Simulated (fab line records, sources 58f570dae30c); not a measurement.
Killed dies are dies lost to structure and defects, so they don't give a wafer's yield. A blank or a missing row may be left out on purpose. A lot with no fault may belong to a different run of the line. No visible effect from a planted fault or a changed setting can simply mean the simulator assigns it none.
Which of the tools did it?    flow berkeleyCmos170    Sampling: 13 lots, 39 wafers, 5 of 331 route steps

== WHAT THE GAUGES SHOWED, per wafer ==
UCB170_NWELL_THK_MEAS_05.
lot   measured     on            NWELL_NITRIDE_THK (nm)
L484  day 2 10:28  filmMetro-04  227.6 226.3 225.7
L485  day 2 15:58  filmMetro-02  224.2 223.8 223.0
L487  day 3 04:48  filmMetro-03  224.4 226.0 225.6
L490  day 3 13:59  filmMetro-04  222.9 223.2 225.7
L492  day 4 10:22  filmMetro-04  224.4 224.3 223.1
L495  day 4 21:32  filmMetro-03  225.7 226.5 224.1
L496  day 5 12:20  filmMetro-04  223.5 223.9 224.1
L498  day 5 12:22  filmMetro-02  224.4 225.7 224.9
L499  day 5 19:55  filmMetro-04  221.9 222.4 222.9
L502  day 5 23:05  filmMetro-02  222.5 222.1 221.8
L500  day 5 23:09  filmMetro-02  224.7 223.5 225.1
L503  day 6 07:01  filmMetro-04  227.0 226.8 226.4
L506  day 6 13:20  filmMetro-03  225.9 224.3 222.6

UCB170_PWELL_THK_MEAS_03.
lot   measured     on            PWELL_OXIDE_THK (nm)
L484  day 2 23:24  filmMetro-02  26.5 26.2 26.3
L485  day 2 23:28  filmMetro-01  26.4 26.1 26.3
L487  day 3 17:53  filmMetro-04  25.9 26.6 26.3
L490  day 4 04:49  filmMetro-02  27.2 26.9 27.0
L492  day 5 01:38  filmMetro-01  26.7 26.6 26.5
L495  day 5 12:18  filmMetro-01  26.3 26.7 26.9
L496  day 5 20:26  filmMetro-02  26.3 26.4 26.8
L498  day 5 20:28  filmMetro-01  27.2 27.1 26.7
L499  day 6 14:56  filmMetro-02  26.3 26.3 26.8
L502  day 6 14:56  filmMetro-04  26.2 26.6 26.2
L500  day 6 14:59  filmMetro-02  26.3 26.6 26.4
L503  day 6 15:00  filmMetro-01  26.2 26.5 26.3
L506  day 6 23:58  filmMetro-04  27.1 27.2 26.9

UCB170_GATE_CD_MEAS_12 targets a cd of 350 nm.
lot   measured      on        cdNm (nm)
L484  day 7 10:13   cdSem-02  351.2 351.1 351.2
L485  day 7 09:30   cdSem-01  350.7 352.5 351.4
L487  day 7 19:05   cdSem-02  353.0 350.7 353.3
L490  day 8 05:49   cdSem-02  351.2 351.8 350.2
L492  day 9 08:49   cdSem-02  352.6 352.0 353.1
L495  day 9 17:35   cdSem-01  350.4 350.4 350.1
L496  day 9 16:56   cdSem-01  349.6 349.5 350.8
L498  day 9 16:43   cdSem-02  348.4 347.3 349.0
L499  day 10 10:59  cdSem-02  351.5 350.4 351.2
L502  day 10 10:26  cdSem-02  348.8 350.5 349.3
L500  day 10 21:50  cdSem-01  349.7 350.6 350.3
L503  day 10 10:26  cdSem-01  374.6 374.6 374.8 374.4 374.1 375.4
L506  day 11 08:08  cdSem-02  349.6 351.8 350.4

UCB170_PSD_OVL_MEAS_07.
lot   measured      on          PSD_OVL (nm)
L484  day 8 02:12   overlay-02  0 -4 -2
L485  day 8 01:37   overlay-02  -10 -9 2
L487  day 8 07:51   overlay-02  -7 0 -11
L490  day 8 19:34   overlay-01  -8 -5 5
L492  day 9 19:39   overlay-01  2 2 0
L495  day 10 10:16  overlay-01  -11 4 -10
L496  day 10 04:08  overlay-02  -5 -6 -4
L498  day 10 03:54  overlay-01  8 11 2
L499  day 11 00:19  overlay-02  -9 -5 -12
L502  day 11 00:06  overlay-01  3 -6 6
L500  day 11 13:32  overlay-02  13 2 7
L503  day 11 05:20  overlay-02  -1 9 -1
L506  day 11 20:07  overlay-02  -5 0 2

== WHICH TOOL RAN EACH LOT (tool, then ch and the chambers of the sampled wafers, then the start) ==
lot   UCB170_GATE_EXPOSE_09
L484  krfScanner-01 ch 0, day 7 09:34
L485  krfScanner-01 ch 0, day 7 09:04
L487  krfScanner-02 ch 0, day 7 18:41
L490  krfScanner-02 ch 0, day 8 04:48
L492  krfScanner-01 ch 0, day 9 07:56
L495  krfScanner-01 ch 0, day 9 16:31
L496  krfScanner-02 ch 0, day 9 15:37
L498  krfScanner-01 ch 0, day 9 15:25
L499  krfScanner-02 ch 0, day 10 10:12
L502  krfScanner-02 ch 0, day 10 09:56
L500  krfScanner-02 ch 0, day 10 21:24
L503  krfScanner-02 ch 0, day 10 09:51
L506  krfScanner-02 ch 0, day 11 07:14
- UCB170_GATE_EXPOSE_09: exposes mask POLY, target cd 350 nm.

== AS READ BY THE TOOLS THEMSELVES (means over the sampled wafers that have a number; for cases with no such wafer, the mark the record gives instead) ==
UCB170_GATE_EXPOSE_09.
lot   tool           reticleTempC (C)
L484  krfScanner-01  23.08
L485  krfScanner-01  23.04
L487  krfScanner-02  22.91
L490  krfScanner-02  23.06
L492  krfScanner-01  22.96
L495  krfScanner-01  23.02
L496  krfScanner-02  22.92
L498  krfScanner-01  22.93
L499  krfScanner-02  22.92
L502  krfScanner-02  23.05
L500  krfScanner-02  23.14
L503  krfScanner-02  23.10
L506  krfScanner-02  22.98

== THE ANSWER, worked out from the rows above alone ==
Rule: usual is defined by the lots themselves. The widest of any qualifying gaps counts: lots, ordered by their means at a reading, are off when they make up no more than a third of the lots, leave a main group of 4 or more, and stand apart from it by 3 or more times the standard deviation of that group's means. Not used: any main group whose means are identical at the precision the tables above print for the reading. Also off: a lot with no number at a reading for which 4 or more lots have one. Where the step has rows for the other lots, those lots are counted as sound. After the gauges, taken in route order, come the tools' own readings; for these a lot's mean is taken, as printed above. The first step at which some lot is off is used, and at that step the reading that is off furthest; a lot without a number counts as furthest.
Off at UCB170_GATE_CD_MEAS_12 (cdNm): L503. Mean 350.7 nm and standard deviation 1.1 in the main group.
If a tool, at a process step before that reading, ran all the lots that are off and no sound lot after the first of them, it fits. The gauges at UCB170_GATE_CD_MEAS_12 are tried like those tools. None of those tried fits.

== WHAT HAD BEEN PUT IN BY THE SIMULATOR ==
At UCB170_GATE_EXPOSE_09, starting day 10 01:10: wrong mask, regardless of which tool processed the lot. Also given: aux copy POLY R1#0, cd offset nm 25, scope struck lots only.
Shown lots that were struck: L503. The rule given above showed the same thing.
